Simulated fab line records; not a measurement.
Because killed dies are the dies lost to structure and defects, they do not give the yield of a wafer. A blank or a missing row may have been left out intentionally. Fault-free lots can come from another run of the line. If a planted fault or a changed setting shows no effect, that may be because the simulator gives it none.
fab line records	flow rit_cmos
record lots=5	wafers=23
route steps=202 shown PLDD@115 SDANNEAL@156 PSD@157 SILICIDE@162 CONTACT@179 M1@188
start_h: the number of hours between the record's first day and the start of the first shown wafer of the lot	wait_h: hours since the lot's step before	" repeats the value in the row above	L1.1+2: one row covering several wafers at once	- no value, or no start was given	* or withheld: withheld	< > ~ a bound
route shown NAME@n: a module of which the file shows steps, and the number in the route of the first	usual: the fault-free wafers' mean and standard deviation	same: alike in all rows	chamber/n: place in a boat	sites: readings site by site	_std_site: the standard deviation of these	_edge_site: inner sites' mean taken away from outer sites' mean	radius_mm: how far each site lies from the wafer's centre	mask NAME#n: copy n	behind: the most recent tool/chamber to have shaped the wafer	hold: why the lot was held/for how many hours/how that ended	device: the n, p or np transistor that did not switch	end of line: the same wafers' tests at the end of the route	where a step has no rows: the recipe by itself	killed: at the first sort, the dies lost to defects and structure; wafer yield is something else	map: the dies of a wafer, with x for killed, . for not killed, _ for no die there
set.NAME: the run value of the setting; set.NAME@STEP: its run value at that earlier step	model.NAME: the simulator's own value behind a step, which no gauge read
lots run with intentionally changed settings; tables by step, rows by wafer
## steps
# step RIT_PLDD_COAT_01
# recipe resist=NOVOLAK	spin_rpm=3250	resist_thk_nm=1000
lot.wafer	tool	chamber	start_h	wait_h	set.resist_thk_nm	model.NOVOLAK_of_PLDD_COAT_01.thk_nm
L075.2	litho_track-04	0	48.44	0.1	1000	1002
L075.3	"	0	"	"	1000	999
L075.4	"	0	"	"	1000	998.5
L075.5	"	0	"	"	1000	1000
L075.6	"	0	"	"	1000	1001
L078.1	litho_track-03	0	65.51	0.1	978.3	974.2
L078.2	"	0	"	"	978.3	973.7
L078.3	"	0	"	"	1000	994.2
L078.5	"	0	"	"	1000	993.4
L078.6	"	0	"	"	978.3	976.9
L079.1	litho_track-03	0	70.12	0.1	1000	1002
L079.2	"	0	"	"	1000	1004
L079.3	"	0	"	"	1016	1020
L079.4	"	0	"	"	1000	1003
L079.6	"	0	"	"	1016	1022
L082.1	litho_track-02	0	88.78	0.1	1000	1001
L082.2	"	0	"	"	1000	1002
L082.3	"	0	"	"	1000	1003
L084.1	litho_track-02	0	98.08	0.1	983.7	985.7
L084.2	"	0	"	"	1000	999.9
L084.3	"	0	"	"	983.7	984.4
L084.4	"	0	"	"	983.7	983.2
L084.6	"	0	"	"	1000	1002
# step RIT_PLDD_SOFTBAKE_02
# recipe resist=NOVOLAK	temp_c=90	time_s=60
# step RIT_PLDD_EXPOSE_03
# recipe mask_id=M8	na=0.57	target_cd_nm=40900	dose_mj=250
# step RIT_PLDD_DEVELOP_05
# recipe resist=NOVOLAK	develop_time_s=50	dev_temp_c=23
# step RIT_PLDD_HARDBAKE_07
# recipe resist=NOVOLAK	temp_c=140	time_s=60
lot.wafer	tool	chamber	start_h	wait_h	set.resist_thk_nm@PLDD_COAT_01	model.NOVOLAK_of_PLDD_COAT_01.thk_nm
L075.2	litho_track-04	0	49.17	0.0	1000	885.1
L075.3	"	0	"	"	1000	882.8
L075.4	"	0	"	"	1000	882.5
L075.5	"	0	"	"	1000	883.9
L075.6	"	0	"	"	1000	884.3
L078.1	litho_track-02	0	66.25	0.0	978.3	861.2
L078.2	"	0	"	"	978.3	860.7
L078.3	"	0	"	"	1000	878.6
L078.5	"	0	"	"	1000	878
L078.6	"	0	"	"	978.3	863.6
L079.1	litho_track-03	0	70.98	0.0	1000	885.5
L079.2	"	0	"	"	1000	887.6
L079.3	"	0	"	"	1016	901
L079.4	"	0	"	"	1000	886.7
L079.6	"	0	"	"	1016	903.3
L082.1	litho_track-04	0	89.51	0.0	1000	884.5
L082.2	"	0	"	"	1000	885.6
L082.3	"	0	"	"	1000	886.5
L084.1	litho_track-02	0	98.82	0.0	983.7	871.2
L084.2	"	0	"	"	1000	883.7
L084.3	"	0	"	"	983.7	870.2
L084.4	"	0	"	"	983.7	869
L084.6	"	0	"	"	1000	885.6
# step RIT_SDANNEAL_RTA_03
# recipe temp_c=1050	time_s=5	idle_temp_c=600	ramp_up_c_per_s=342	ramp_down_c_per_s=171	cool_to_c=600	ambient=N2
lot.wafer	tool	chamber	start_h	wait_h	set.time_s
L075.2+4	rtp_anneal-01	0	55.61	0.0	5
L075.3+5+6	"	0	"	"	4.604
L078.1+3+5	rtp_anneal-02	0	72.69	0.0	5.569
L078.2+6	"	0	"	"	5
L079.1+2+6	rtp_anneal-01	0	77.51	0.0	5
L079.3+4	"	0	"	"	4.552
L082.1+2+3	rtp_anneal-02	0	97.25	0.0	5
L084.1+4+6	rtp_anneal-02	0	105.54	0.0	5
L084.2+3	"	0	"	"	5.266
# step RIT_SDANNEAL_RS_MEAS_04
# recipe thk_meas_gauge=four-point-probe
# usual PSD_RS=115.2/0.3
lot.wafer	tool	chamber	start_h	wait_h	set.time_s@SDANNEAL_RTA_03	PSD_RS[ohm/sq]
L075.2	film_metro-03	-	55.68	0.1	5	115.5
L075.3	"	-	"	"	4.604	116.8
L075.4	"	-	"	"	5	115.8
L075.5	"	-	"	"	4.604	116.3
L075.6	"	-	"	"	4.604	117.1
L078.1	film_metro-03	-	72.75	0.0	5.569	113.8
L078.2	"	-	"	"	5	115.4
L078.3	"	-	"	"	5.569	113.9
L078.5	"	-	"	"	5.569	114.1
L078.6	"	-	"	"	5	115.2
L079.1	film_metro-03	-	77.57	0.0	5	115.5
L079.2	"	-	"	"	5	115.5
L079.3	"	-	"	"	4.552	116.7
L079.4	"	-	"	"	4.552	116.6
L079.6	"	-	"	"	5	115.0
L082.1	film_metro-02	-	97.31	0.0	5	115.0
L082.2	"	-	"	"	5	115.0
L082.3	"	-	"	"	5	115.1
L084.1	film_metro-04	-	105.60	0.0	5	115.0
L084.2	"	-	"	"	5.266	113.8
L084.3	"	-	"	"	5.266	113.6
L084.4	"	-	"	"	5	114.8
L084.6	"	-	"	"	5	114.9
# step RIT_SDANNEAL_RS_MEAS_06
# recipe thk_meas_gauge=four-point-probe
# usual PLDD_RS=177.9/0.44
lot.wafer	tool	chamber	start_h	wait_h	set.time_s@SDANNEAL_RTA_03	PLDD_RS[ohm/sq]
L075.2	film_metro-03	-	55.92	0.1	5	177.3
L075.3	"	-	"	"	4.604	178.8
L075.4	"	-	"	"	5	177.8
L075.5	"	-	"	"	4.604	179.0
L075.6	"	-	"	"	4.604	178.8
L078.1	film_metro-03	-	72.99	0.1	5.569	177.3
L078.2	"	-	"	"	5	178.1
L078.3	"	-	"	"	5.569	177.0
L078.5	"	-	"	"	5.569	176.8
L078.6	"	-	"	"	5	178.3
L079.1	film_metro-03	-	77.81	0.1	5	178.4
L079.2	"	-	"	"	5	178.2
L079.3	"	-	"	"	4.552	179.3
L079.4	"	-	"	"	4.552	179.5
L079.6	"	-	"	"	5	178.0
L082.1	film_metro-02	-	97.55	0.1	5	177.7
L082.2	"	-	"	"	5	178.3
L082.3	"	-	"	"	5	178.7
L084.1	film_metro-04	-	105.84	0.1	5	178.1
L084.2	"	-	"	"	5.266	177.0
L084.3	"	-	"	"	5.266	176.6
L084.4	"	-	"	"	5	177.8
L084.6	"	-	"	"	5	177.6
# step RIT_SILICIDE_SPUTTER_01
# recipe material=Ti	target_thk_nm=30	power_w=350	chamber_pressure_pa=0.667	gas=Ar	time_s=240	substrate_temp_c=25
lot.wafer	tool	chamber	start_h	wait_h	set.time_s	model.Ti_of_SILICIDE_SPUTTER_01.thk_nm
L075.2	pvd_sputter-02	-	56.15	0.0	268.8	33.7
L075.3	"	-	"	"	240	30.41
L075.4	"	-	"	"	240	30.18
L075.5	"	-	"	"	268.8	33.8
L075.6	"	-	"	"	240	30.37
L078.1+5	pvd_sputter-01	-	73.25	0.0	240	30.55
L078.2	"	-	"	"	240	30.82
L078.3	"	-	"	"	240	30.43
L078.6	"	-	"	"	240	30.36
L079.1	pvd_sputter-02	-	78.06	0.0	240	30.18
L079.2	"	-	"	"	240	30.13
L079.3	"	-	"	"	240	30
L079.4	"	-	"	"	240	30.53
L079.6	"	-	"	"	240	30.24
L082.1	pvd_sputter-01	-	97.81	0.0	240	30.12
L082.2	"	-	"	"	240	30.17
L082.3	"	-	"	"	240	30.68
L084.1	pvd_sputter-01	-	106.09	0.0	259.6	32.47
L084.2	"	-	"	"	240	30.23
L084.3	"	-	"	"	259.6	33.12
L084.4	"	-	"	"	240	30.42
L084.6	"	-	"	"	240	30.34
# step RIT_SILICIDE_RS_MEAS_02
# recipe thk_meas_gauge=four-point-probe	reads=Ti_of_SILICIDE_SPUTTER_01
# usual SILICIDE_TI_RS=47.5/0.6
lot.wafer	tool	chamber	start_h	wait_h	set.time_s@SILICIDE_SPUTTER_01	SILICIDE_TI_RS[ohm/sq]
L075.2	film_metro-02	-	56.32	0.1	268.8	41.5
L075.3	"	-	"	"	240	47.2
L075.4	"	-	"	"	240	47.5
L075.5	"	-	"	"	268.8	41.2
L075.6	"	-	"	"	240	47.2
L078.1	film_metro-02	-	73.40	0.1	240	46.8
L078.2	"	-	"	"	240	46.3
L078.3	"	-	"	"	240	47.1
L078.5	"	-	"	"	240	46.8
L078.6	"	-	"	"	240	47.2
L079.1	film_metro-02	-	78.21	0.1	240	47.6
L079.2	"	-	"	"	240	47.6
L079.3	"	-	"	"	240	47.9
L079.4	"	-	"	"	240	46.9
L079.6	"	-	"	"	240	47.4
L082.1	film_metro-01	-	97.96	0.1	240	47.8
L082.2	"	-	"	"	240	47.6
L082.3	"	-	"	"	240	46.6
L084.1	film_metro-01	-	106.24	0.1	259.6	43.4
L084.2	"	-	"	"	240	47.5
L084.3	"	-	"	"	259.6	42.4
L084.4	"	-	"	"	240	47.1
L084.6	"	-	"	"	240	47.4
# step RIT_SILICIDE_THK_MEAS_03
# recipe thk_meas_gauge=xrf	reads=Ti_of_SILICIDE_SPUTTER_01
# usual SILICIDE_TI_THK=30.2/0.35
lot.wafer	tool	chamber	start_h	wait_h	set.time_s@SILICIDE_SPUTTER_01	SILICIDE_TI_THK[nm]
L075.2	film_metro-02	-	56.43	0.1	268.8	33.8
L075.3	"	-	"	"	240	30.7
L075.4	"	-	"	"	240	30.3
L075.5	"	-	"	"	268.8	34.1
L075.6	"	-	"	"	240	30.6
L078.1	film_metro-02	-	73.52	0.1	240	30.7
L078.2	"	-	"	"	240	30.9
L078.3	"	-	"	"	240	30.5
L078.5	"	-	"	"	240	30.6
L078.6	"	-	"	"	240	30.7
L079.1	film_metro-02	-	78.33	0.1	240	30.2
L079.2	"	-	"	"	240	30.2
L079.3	"	-	"	"	240	30.1
L079.4	"	-	"	"	240	30.6
L079.6	"	-	"	"	240	30.3
L082.1	film_metro-01	-	98.08	0.1	240	30.0
L082.2	"	-	"	"	240	30.3
L082.3	"	-	"	"	240	30.7
L084.1	film_metro-01	-	106.36	0.1	259.6	32.5
L084.2	"	-	"	"	240	30.2
L084.3	"	-	"	"	259.6	33.0
L084.4	"	-	"	"	240	30.5
L084.6	"	-	"	"	240	30.5
# step RIT_CONTACT_ETCH_11
# recipe target_depth_a=4800	over_etch_frac=0.2	stop_on=TiSi2	chemistry=CHF3/CF4/Ar	target=SiO2	CHF3_flow_sccm=50	cf4_flow_sccm=10	Ar_flow_sccm=100	O2_flow_sccm=5	pressure_mtorr=100	rf_w=200	time_s=320
lot.wafer	tool	chamber	start_h	wait_h	set.time_s	model.NOVOLAK_of_CONTACT_COAT_03.thk_nm
L075.2	rie_diel-03	3	58.04	0.1	320	769.3
L075.3	"	0	"	"	320	764.3
L075.4	"	2	"	"	320	767.7
L075.5	"	1	"	"	320	772.2
L075.6	"	2	"	"	320	765
L078.1	rie_diel-02	3	75.33	0.1	320	764.4
L078.2	"	1	"	"	278.8	779.6
L078.3	"	0	"	"	278.8	778.6
L078.5	"	3	"	"	278.8	776
L078.6	"	2	"	"	320	765.6
L079.1	rie_diel-01	0	80.07	0.1	320	770.7
L079.2	"	2	"	"	360.3	760.1
L079.3	"	1	"	"	360.3	756.1
L079.4	"	0	"	"	320	772.8
L079.6	"	1	"	"	360.3	757.8
L082.1	rie_diel-03	2	99.71	0.1	320	765.3
L082.2	"	3	"	"	320	768.2
L082.3	"	0	"	"	320	764.1
L084.1	rie_diel-01	3	108.15	0.1	290.2	778.7
L084.2	"	1	"	"	320	768.9
L084.3	"	2	"	"	320	771.1
L084.4	"	0	"	"	290.2	781.8
L084.6	"	1	"	"	320	770.1
# step RIT_M1_COAT_04
# recipe resist=NOVOLAK	spin_rpm=2000	resist_thk_nm=1300
lot.wafer	tool	chamber	start_h	wait_h	set.resist_thk_nm	model.NOVOLAK_of_M1_COAT_04.thk_nm
L075.2	litho_track-03	0	59.53	0.1	1300	1297
L075.3	"	0	"	"	1234	1231
L075.4+5	"	0	"	"	1234	1230
L075.6	"	0	"	"	1300	1298
L078.1	litho_track-02	0	76.81	0.1	1262	1264
L078.2	"	0	"	"	1300	1302
L078.3	"	0	"	"	1300	1300
L078.5	"	0	"	"	1262	1270
L078.6	"	0	"	"	1262	1262
L079.1+3	litho_track-04	0	81.55	0.1	1266	1265
L079.2	"	0	"	"	1300	1298
L079.4	"	0	"	"	1300	1301
L079.6	"	0	"	"	1300	1300
L082.1	litho_track-04	0	101.17	0.1	1300	1300
L082.2	"	0	"	"	1300	1294
L082.3	"	0	"	"	1300	1296
L084.1	litho_track-03	0	109.61	0.1	1229	1225
L084.2	"	0	"	"	1229	1224
L084.3	"	0	"	"	1300	1294
L084.4	"	0	"	"	1300	1295
L084.6	"	0	"	"	1229	1227
# step RIT_M1_SOFTBAKE_05
# recipe resist=NOVOLAK	temp_c=90.74	time_s=60
# step RIT_M1_EXPOSE_06
# recipe mask_id=M12	na=0.6	source_shape=conventional	sigma_outer=0.5	target_cd_nm=2600	dose_mj=250
# step RIT_M1_PEB_07
# recipe resist=NOVOLAK	temp_c=withheld	time_s=withheld
# step RIT_M1_DEVELOP_08
# recipe resist=NOVOLAK	develop_time_s=68	dev_temp_c=23
# step RIT_M1_CD_MEAS_09
# recipe target_cd_nm=2600
# usual cd_nm=2599.1/1.6
lot.wafer	tool	chamber	start_h	wait_h	set.resist_thk_nm@M1_COAT_04	cd_nm
L075.2	cd_sem-01	-	60.45	-	1300	2600.7
L075.3	"	-	"	"	1234	2596.0
L075.4	"	-	"	"	1234	2595.2
L075.5	"	-	"	"	1234	2592.0
L075.6	"	-	"	"	1300	2600.5
L078.1	cd_sem-02	-	77.54	-	1262	2597.0
L078.2	"	-	"	"	1300	2598.7
L078.3	"	-	"	"	1300	2599.8
L078.5	"	-	"	"	1262	2596.8
L078.6	"	-	"	"	1262	2595.0
L079.1	cd_sem-02	-	82.28	-	1266	2595.2
L079.2	"	-	"	"	1300	2596.7
L079.3	"	-	"	"	1266	2596.9
L079.4	"	-	"	"	1300	2598.6
L079.6	"	-	"	"	1300	2597.9
L082.1	cd_sem-02	-	101.90	-	1300	2599.2
L082.2	"	-	"	"	1300	2597.1
L082.3	"	-	"	"	1300	2598.2
L084.1	cd_sem-01	-	110.34	-	1229	2593.9
L084.2	"	-	"	"	1229	2590.6
L084.3	"	-	"	"	1300	2599.1
L084.4	"	-	"	"	1300	2598.5
L084.6	"	-	"	"	1229	2593.2
# step RIT_M1_HARDBAKE_11
# recipe resist=NOVOLAK	temp_c=140	time_s=120
lot.wafer	tool	chamber	start_h	wait_h	set.resist_thk_nm@M1_COAT_04	model.NOVOLAK_of_M1_COAT_04.thk_nm
L075.2+6	litho_track-03	0	60.63	0.1	1300	1135
L075.3	"	0	"	"	1234	1078
L075.4	"	0	"	"	1234	1077
L075.5	"	0	"	"	1234	1076
L078.1	litho_track-04	0	77.70	0.0	1262	1106
L078.2	"	0	"	"	1300	1139
L078.3	"	0	"	"	1300	1137
L078.5	"	0	"	"	1262	1111
L078.6	"	0	"	"	1262	1104
L079.1+3	litho_track-02	0	82.44	0.0	1266	1107
L079.2	"	0	"	"	1300	1135
L079.4	"	0	"	"	1300	1138
L079.6	"	0	"	"	1300	1137
L082.1	litho_track-03	0	102.06	0.0	1300	1137
L082.2	"	0	"	"	1300	1131
L082.3	"	0	"	"	1300	1133
L084.1	litho_track-02	0	110.50	0.0	1229	1073
L084.2	"	0	"	"	1229	1072
L084.3+4	"	0	"	"	1300	1132
L084.6	"	0	"	"	1229	1074
## key
split step=RIT_PLDD_COAT_01	setting=resist_thk_nm	stated=1000	by=wafer
response step=RIT_PLDD_COAT_01	reading=model.NOVOLAK_of_PLDD_COAT_01.thk_nm	change=+9.71	per=1%	r=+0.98
response step=RIT_PLDD_HARDBAKE_07	reading=model.NOVOLAK_of_PLDD_COAT_01.thk_nm	change=+8.48	per=1%	r=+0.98
split step=RIT_SDANNEAL_RTA_03	setting=time_s	stated=5	by=wafer
response step=RIT_SDANNEAL_RS_MEAS_04	reading=PSD_RS	change=-0.142	per=1%	r=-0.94
response step=RIT_SDANNEAL_RS_MEAS_06	reading=PLDD_RS	change=-0.133	per=1%	r=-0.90
split step=RIT_SILICIDE_SPUTTER_01	setting=time_s	stated=240	by=wafer
response step=RIT_SILICIDE_SPUTTER_01	reading=model.Ti_of_SILICIDE_SPUTTER_01.thk_nm	change=+0.291	per=1%	r=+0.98
response step=RIT_SILICIDE_RS_MEAS_02	reading=SILICIDE_TI_RS	change=-0.509	per=1%	r=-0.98
response step=RIT_SILICIDE_THK_MEAS_03	reading=SILICIDE_TI_THK	change=+0.286	per=1%	r=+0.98
split step=RIT_CONTACT_ETCH_11	setting=time_s	stated=320	by=wafer
response step=RIT_CONTACT_ETCH_11	reading=model.NOVOLAK_of_CONTACT_COAT_03.thk_nm	change=-1.06	per=1%	r=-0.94
split step=RIT_M1_COAT_04	setting=resist_thk_nm	stated=1300	by=wafer
response step=RIT_M1_COAT_04	reading=model.NOVOLAK_of_M1_COAT_04.thk_nm	change=+12.8	per=1%	r=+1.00
response step=RIT_M1_CD_MEAS_09	reading=cd_nm	change=+1.11	per=1%	r=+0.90
response step=RIT_M1_HARDBAKE_11	reading=model.NOVOLAK_of_M1_COAT_04.thk_nm	change=+11.1	per=1%	r=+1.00
